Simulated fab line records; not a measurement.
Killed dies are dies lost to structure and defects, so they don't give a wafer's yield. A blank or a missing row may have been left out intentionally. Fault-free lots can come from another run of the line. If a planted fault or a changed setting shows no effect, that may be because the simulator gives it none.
fab line records + flow berkeley_cmos170
record:
- lots: 7
- wafers: 21
- last_day: 11
route steps=331 shown SILICIDE@212 CONTACT@216
lots that met no fault: taken from a fault-free run of the same line
start_h: hours from the record's opening day to when the first of the lot's shown wafers began + wait_h: how many hours have passed since the lot's step before this one + " as in the row above + L1.1+2: a single row standing in for several wafers + - no value present, or no start provided + * or withheld: withheld + < > ~ a bound
route shown NAME@n: NAME is a module with steps in the file, n the number in the route of the first one + usual: mean and standard deviation over wafers with no fault + same: alike in all rows + chamber/n: place in a boat + sites: each site's reading + _std_site: their standard deviation + _edge_site: the outer-site mean with the inner-site mean subtracted + radius_mm: for every site, how far away it sits from the centre of the wafer + mask NAME#n: copy n + behind: tool/chamber where the wafer was last shaped + hold: what put the lot on hold/how long, in hours/how the hold closed + device: transistor that didn't switch, given as n, p or np + end of line: the tests these same wafers got at the end of their route + for a step that has no rows: nothing shown but its recipe + killed: not the wafer's yield, but the dies lost to structure and defects at the first sort + map: dies across one wafer; x = killed, . = not, _ = none there
set.NAME: the setting as run; set.NAME@STEP: as run at that earlier step + model.NAME: the simulator's own value behind a step, which no gauge read
lots seen at some steps along the route; tables by step, rows by wafer
services: the hour from which a tool's chamber was out of use, counted from the record's first day as start_h (under 0 if before that day), plus the number of hours and why
== steps ==
step: UCB170_SILICIDE_RS_MEAS_02
recipe:
- thk_meas_gauge: four-point-probe
- reads: Ti_of_SILICIDE_SPUTTER_01
usual:
- SILICIDE_TI_RS: 26.0/0.36
| lot.wafer | tool          | chamber | start_h | wait_h | SILICIDE_TI_RS[ohm/sq] |
|-----------|---------------|---------|---------|--------|------------------------|
| L499.1    | film_metro-03 | -       | 172.76  | 0.0    | 26.2                   |
| L499.5    | "             | -       | "       | "      | 25.9                   |
| L499.6    | "             | -       | "       | "      | 25.9                   |
| L502.2    | film_metro-01 | -       | 179.79  | 0.0    | 26.5                   |
| L502.3    | "             | -       | "       | "      | 26.6                   |
| L502.5    | "             | -       | "       | "      | 26.2                   |
| L508.1    | film_metro-01 | -       | 217.09  | 0.0    | 26.0                   |
| L508.4    | "             | -       | "       | "      | 26.4                   |
| L508.5    | "             | -       | "       | "      | 26.1                   |
| L507.2    | film_metro-03 | -       | 217.11  | 0.0    | 26.5                   |
| L507.3    | "             | -       | "       | "      | 26.2                   |
| L507.6    | "             | -       | "       | "      | 26.4                   |
| L506.2    | film_metro-01 | -       | 217.45  | 0.0    | 26.2                   |
| L506.3    | "             | -       | "       | "      | 26.0                   |
| L506.5    | "             | -       | "       | "      | 26.3                   |
| L516.2    | film_metro-04 | -       | 248.52  | 0.0    | 25.1                   |
| L516.3    | "             | -       | "       | "      | 25.6                   |
| L516.4    | "             | -       | "       | "      | 25.5                   |
| L517.1    | film_metro-03 | -       | 248.84  | 0.0    | 26.0                   |
| L517.5    | "             | -       | "       | "      | 25.8                   |
| L517.6    | "             | -       | "       | "      | 25.7                   |
step: UCB170_SILICIDE_THK_MEAS_03
recipe:
- thk_meas_gauge: xrf
- reads: Ti_of_SILICIDE_SPUTTER_01
usual:
- SILICIDE_TI_THK: 30.0/0.39
| lot.wafer | tool          | chamber | start_h | wait_h | SILICIDE_TI_THK[nm] |
|-----------|---------------|---------|---------|--------|---------------------|
| L499.1    | film_metro-03 | -       | 172.88  | 0.1    | 29.9                |
| L499.5    | "             | -       | "       | "      | 30.1                |
| L499.6    | "             | -       | "       | "      | 30.0                |
| L502.2    | film_metro-01 | -       | 179.90  | 0.1    | 29.3                |
| L502.3    | "             | -       | "       | "      | 29.3                |
| L502.5    | "             | -       | "       | "      | 29.6                |
| L508.1    | film_metro-01 | -       | 217.21  | 0.1    | 29.7                |
| L508.4    | "             | -       | "       | "      | 29.3                |
| L508.5    | "             | -       | "       | "      | 29.6                |
| L507.2    | film_metro-03 | -       | 217.22  | 0.1    | 29.7                |
| L507.3    | "             | -       | "       | "      | 30.0                |
| L507.6    | "             | -       | "       | "      | 29.8                |
| L506.2    | film_metro-01 | -       | 217.56  | 0.1    | 29.6                |
| L506.3    | "             | -       | "       | "      | 29.9                |
| L506.5    | "             | -       | "       | "      | 29.3                |
| L516.2    | film_metro-04 | -       | 248.63  | 0.1    | 30.9                |
| L516.3    | "             | -       | "       | "      | 30.4                |
| L516.4    | "             | -       | "       | "      | 30.6                |
| L517.1    | film_metro-03 | -       | 248.96  | 0.1    | 30.3                |
| L517.5    | "             | -       | "       | "      | 30.4                |
| L517.6    | "             | -       | "       | "      | 30.5                |
step: UCB170_SILICIDE_RTA_04
recipe:
- temp_c: 650
- time_s: 15
- ambient: N2
usual:
- anneal_temp_c_max: 655.1/1.3
- chamber_o2_ppm: 1.999/0.022
- lamp_power_pct: 10.7/0.53
- wafer_temp_C_max: 652.5/0.58
| lot.wafer | tool          | chamber | start_h | wait_h | anneal_temp_c_max | chamber_o2_ppm | lamp_power_pct | wafer_temp_C_max |
|-----------|---------------|---------|---------|--------|-------------------|----------------|----------------|------------------|
| L499.1    | rtp_anneal-01 | 0       | 172.94  | 0.1    | 656.5             | 1.983          | 10.2           | 652.8            |
| L499.5    | "             | 0       | "       | "      | 656.6             | 2.010          | 10.2           | 652.7            |
| L499.6    | "             | 0       | "       | "      | 654.9             | 1.985          | 10.2           | 652.6            |
| L502.2    | rtp_anneal-02 | 0       | 179.96  | 0.1    | 654.9             | 2.006          | 11.2           | 652.4            |
| L502.3    | "             | 0       | "       | "      | 655.8             | 1.996          | 11.2           | 652.7            |
| L502.5    | "             | 0       | "       | "      | 653.5             | 1.998          | 11.2           | 652.7            |
| L508.1    | rtp_anneal-01 | 0       | 217.27  | 0.1    | 656.7             | 2.014          | 10.2           | 653.2            |
| L508.4    | "             | 0       | "       | "      | 655.6             | 1.999          | 10.2           | 652.0            |
| L508.5    | "             | 0       | "       | "      | 655.5             | 2.032          | 10.1           | 653.4            |
| L507.2    | rtp_anneal-02 | 0       | 217.28  | 0.1    | 653.8             | 2.001          | 11.2           | 652.2            |
| L507.3    | "             | 0       | "       | "      | 655.6             | 1.953          | 11.2           | 652.1            |
| L507.6    | "             | 0       | "       | "      | 654.9             | 1.994          | 11.2           | 651.3            |
| L506.2    | rtp_anneal-01 | 0       | 217.62  | 0.1    | 656.1             | 1.996          | 10.1           | 652.7            |
| L506.3    | "             | 0       | "       | "      | 655.9             | 1.980          | 10.2           | 652.1            |
| L506.5    | "             | 0       | "       | "      | 654.7             | 1.989          | 10.2           | 652.7            |
| L516.2    | rtp_anneal-01 | 0       | 248.69  | 0.1    | 656.2             | 2.000          | 10.2           | 651.7            |
| L516.3    | "             | 0       | "       | "      | 655.8             | 2.000          | 10.2           | 652.1            |
| L516.4    | "             | 0       | "       | "      | 656.0             | 2.025          | 10.2           | 653.0            |
| L517.1    | rtp_anneal-02 | 0       | 249.02  | 0.1    | 655.1             | 1.970          | 11.2           | 652.4            |
| L517.5    | "             | 0       | "       | "      | 654.1             | 1.964          | 11.2           | 652.5            |
| L517.6    | "             | 0       | "       | "      | 654.7             | 2.002          | 11.2           | 653.2            |
step: UCB170_SILICIDE_WET_ETCH_05
recipe:
- chemistry: SPM
- time_s: 45
- temp_c: 120
- target: Ti
step: UCB170_CONTACT_CLEAN_00
recipe:
- chemistry: SPM
- temp_c: 120
- time_s: 600
step: UCB170_CONTACT_CVD_01
recipe:
- material: PSG
- target_thk_nm: 700
- temp_c: 450
- precursor: SiH4/O2/PH3
- time_s: 2820
- pressure_mtorr: 300
- sih4_flow_sccm: 60
- o2_flow_sccm: 90
- ph3_flow_sccm: 25
step: UCB170_CONTACT_THK_MEAS_02
recipe:
- reads: PSG_of_CONTACT_CVD_01
usual:
- CONTACT_PSG_THK: 700/6.5
| lot.wafer | tool          | chamber | start_h | wait_h | CONTACT_PSG_THK[nm] |
|-----------|---------------|---------|---------|--------|---------------------|
| L499.1    | film_metro-01 | -       | 175.89  | 0.0    | 700                 |
| L499.5    | "             | -       | "       | "      | 701                 |
| L499.6    | "             | -       | "       | "      | 698                 |
| L502.2    | film_metro-03 | -       | 182.25  | 0.0    | 708                 |
| L502.3    | "             | -       | "       | "      | 705                 |
| L502.5    | "             | -       | "       | "      | 705                 |
| L508.1    | film_metro-03 | -       | 219.77  | 0.1    | 703                 |
| L508.4    | "             | -       | "       | "      | 700                 |
| L508.5    | "             | -       | "       | "      | 707                 |
| L506.2    | film_metro-02 | -       | 219.78  | 0.1    | 701                 |
| L506.3    | "             | -       | "       | "      | 696                 |
| L506.5    | "             | -       | "       | "      | 702                 |
| L507.2    | film_metro-01 | -       | 219.78  | 0.1    | 692                 |
| L507.3    | "             | -       | "       | "      | 689                 |
| L507.6    | "             | -       | "       | "      | 689                 |
| L516.2    | film_metro-01 | -       | 250.85  | 0.1    | 699                 |
| L516.3    | "             | -       | "       | "      | 699                 |
| L516.4    | "             | -       | "       | "      | 694                 |
| L517.1    | film_metro-01 | -       | 252.61  | 0.0    | 697                 |
| L517.5    | "             | -       | "       | "      | 700                 |
| L517.6    | "             | -       | "       | "      | 696                 |
step: UCB170_CONTACT_HMDS_03
recipe:
- prime_time_s: 60
- prime_temp_c: 100
step: UCB170_CONTACT_COAT_04
recipe:
- resist: KrF
- spin_rpm: 1500
- resist_thk_nm: 900
step: UCB170_CONTACT_SOFTBAKE_05
recipe:
- resist: KrF
- temp_c: 130
- time_s: 60
step: UCB170_CONTACT_STRIP_06
recipe:
- chemistry: O2
- power_w: 400
- pressure_mtorr: 3500
- platen_temp_c: withheld
- o2_flow_sccm: 400
- overash_fraction: 0.5
usual:
- drypump_motor_current_A: 5.4/0.36
- oes_product_au: 0.735/0.0044
- strip_time_to_endpoint_s: 21.95/0.054
| lot.wafer | tool            | chamber | start_h | wait_h | drypump_motor_current_A | oes_product_au | rf_hours_counter_h | strip_time_to_endpoint_s |
|-----------|-----------------|---------|---------|--------|-------------------------|----------------|--------------------|--------------------------|
| L499.1    | plasma_asher-01 | 1       | 176.40  | 0.1    | 5.3                     | 0.737          | 7                  | 21.86                    |
| L499.5    | "               | 0       | "       | "      | 5.9                     | 0.739          | -                  | 21.93                    |
| L499.6    | "               | 1       | "       | "      | 5.3                     | 0.735          | -                  | 21.87                    |
| L502.2    | plasma_asher-02 | 1       | 182.75  | 0.1    | 5.6                     | 0.734          | 46                 | 22.02                    |
| L502.3    | "               | 1       | "       | "      | 5.6                     | 0.737          | -                  | 21.94                    |
| L502.5    | "               | 0       | "       | "      | 5.2                     | 0.734          | -                  | 21.95                    |
| L507.2    | plasma_asher-02 | 0       | 220.56  | 0.1    | 5.2                     | 0.723          | 50                 | 21.97                    |
| L507.3    | "               | 0       | "       | "      | 5.2                     | 0.732          | -                  | 21.99                    |
| L507.6    | "               | 0       | "       | "      | 5.2                     | 0.733          | -                  | 22.08                    |
| L506.2    | plasma_asher-04 | 1       | 220.60  | 0.1    | 4.7                     | 0.732          | 49                 | 21.96                    |
| L506.3    | "               | 1       | "       | "      | 4.7                     | 0.731          | -                  | 21.96                    |
| L506.5    | "               | 1       | "       | "      | 4.7                     | 0.738          | -                  | 22.01                    |
| L508.1    | plasma_asher-02 | 0       | 220.66  | 0.1    | 5.2                     | 0.736          | 50                 | 22.02                    |
| L508.4    | "               | 1       | "       | "      | 5.6                     | 0.728          | -                  | 22.00                    |
| L508.5    | "               | 1       | "       | "      | 5.6                     | 0.729          | -                  | 22.00                    |
| L516.2    | plasma_asher-01 | 1       | 251.55  | 0.1    | 5.3                     | 0.742          | 15                 | 22.02                    |
| L516.3    | "               | 0       | "       | "      | 5.9                     | 0.728          | -                  | 22.06                    |
| L516.4    | "               | 1       | "       | "      | 5.3                     | 0.733          | -                  | 22.03                    |
| L517.1    | plasma_asher-01 | 1       | 253.62  | 0.1    | 5.3                     | 0.733          | 15                 | 21.91                    |
| L517.5    | "               | 1       | "       | "      | 5.3                     | 0.738          | -                  | 22.02                    |
| L517.6    | "               | 0       | "       | "      | 5.9                     | 0.732          | -                  | 21.93                    |
step: UCB170_CONTACT_CLEAN_07
recipe:
- chemistry: SPM
- temp_c: 120
- time_s: 600
step: UCB170_CONTACT_RTA_08
recipe:
- temp_c: 900
- time_s: 10
- ambient: N2
usual:
- anneal_temp_c_max: 907.1/1.7
- chamber_o2_ppm: 1.996/0.02
- lamp_power_pct: 25.0/1.2
- wafer_temp_C_max: 903.7/0.81
| lot.wafer | tool          | chamber | start_h | wait_h | anneal_temp_c_max | chamber_o2_ppm | lamp_power_pct | wafer_temp_C_max |
|-----------|---------------|---------|---------|--------|-------------------|----------------|----------------|------------------|
| L499.1    | rtp_anneal-02 | 0       | 176.69  | 0.0    | 905.3             | 2.002          | 26.1           | 904.5            |
| L499.5    | "             | 0       | "       | "      | 906.1             | 2.000          | 26.2           | 903.6            |
| L499.6    | "             | 0       | "       | "      | 906.6             | 1.992          | 26.2           | 904.6            |
| L502.2    | rtp_anneal-02 | 0       | 183.16  | 0.0    | 907.9             | 1.971          | 26.1           | 903.0            |
| L502.3    | "             | 0       | "       | "      | 908.9             | 1.974          | 26.2           | 903.7            |
| L502.5    | "             | 0       | "       | "      | 906.9             | 1.965          | 26.2           | 903.6            |
| L507.2    | rtp_anneal-02 | -       | 220.85  | 0.0    | -                 | -              | -              | -                |
| L507.3    | "             | -       | "       | "      | -                 | -              | -              | -                |
| L507.6    | "             | -       | "       | "      | -                 | -              | -              | -                |
| L508.1    | rtp_anneal-02 | -       | 221.01  | 0.0    | -                 | -              | -              | -                |
| L508.4    | "             | -       | "       | "      | -                 | -              | -              | -                |
| L508.5    | "             | -       | "       | "      | -                 | -              | -              | -                |
| L506.2    | rtp_anneal-01 | -       | 221.03  | 0.0    | -                 | -              | -              | -                |
| L506.3    | "             | -       | "       | "      | -                 | -              | -              | -                |
| L506.5    | "             | -       | "       | "      | -                 | -              | -              | -                |
| L516.2    | rtp_anneal-02 | 0       | 252.50  | 0.0    | 904.6             | 1.980          | 26.2           | 904.0            |
| L516.3    | "             | 0       | "       | "      | 905.6             | 1.984          | 26.2           | 903.4            |
| L516.4    | "             | 0       | "       | "      | 904.4             | 1.998          | 26.1           | 904.1            |
| L517.1    | rtp_anneal-01 | 0       | 253.91  | 0.0    | 908.8             | 2.023          | 23.7           | 903.1            |
| L517.5    | "             | 0       | "       | "      | 907.2             | 2.006          | 23.7           | 904.0            |
| L517.6    | "             | 0       | "       | "      | 907.9             | 2.000          | 23.7           | 904.0            |
step: UCB170_CONTACT_COAT_09
recipe:
- resist: BARC
- temp_c: withheld
- time_s: withheld
- spin_rpm: 3000
- resist_thk_nm: withheld
== services ==
| tool            | chamber | start_h | hours | kind   |
|-----------------|---------|---------|-------|--------|
| plasma_asher-02 | -       | 185.92  | 0.7   | repair |
| plasma_asher-02 | -       | 189.25  | 0.6   | repair |
| plasma_asher-01 | -       | 234.27  | 2.3   | repair |
| plasma_asher-02 | -       | 246.27  | 10.5  | pm     |
== key ==
first_sign:
- step: UCB170_CONTACT_RTA_08
- reading: tool_record
- direction: missing
effect none on later readings
met_at UCB170_CONTACT_RTA_08
struck_wafers L506.2,L506.3,L506.5,L507.2,L507.3,L507.6,L508.1,L508.4,L508.5
later_rows_left_out L506.2,L506.3,L506.5,L507.2,L507.3,L507.6,L508.1,L508.4,L508.5
sort_left_out L506.2,L506.3,L506.5,L507.2,L507.3,L507.6,L508.1,L508.4,L508.5
tester_left_out L506,L507,L508
onset_between 183.16 220.85
fault:
- kind: skipped_step_whole
- tool: rtp_anneal-01,rtp_anneal-02
- chamber: -
- onset_h: 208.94
- steps: UCB170_CONTACT_RTA_08
- scope: struck_lots_only
tester_left_out: of these lots the tester's yield and bins aren't shown, on N5 and GAA mostly nor the transistor test; their killed dies are dies lost to structure and defects alone, not to doping, threshold or leakage, so they don't give the yield
sort_left_out: the simulated sort isn't trusted on such a fault, so these wafers' sort isn't shown, and their yield isn't known
later_rows_left_out: the simulator's readings of these wafers behind a module that went badly wrong aren't trusted and aren't shown, but for the sort
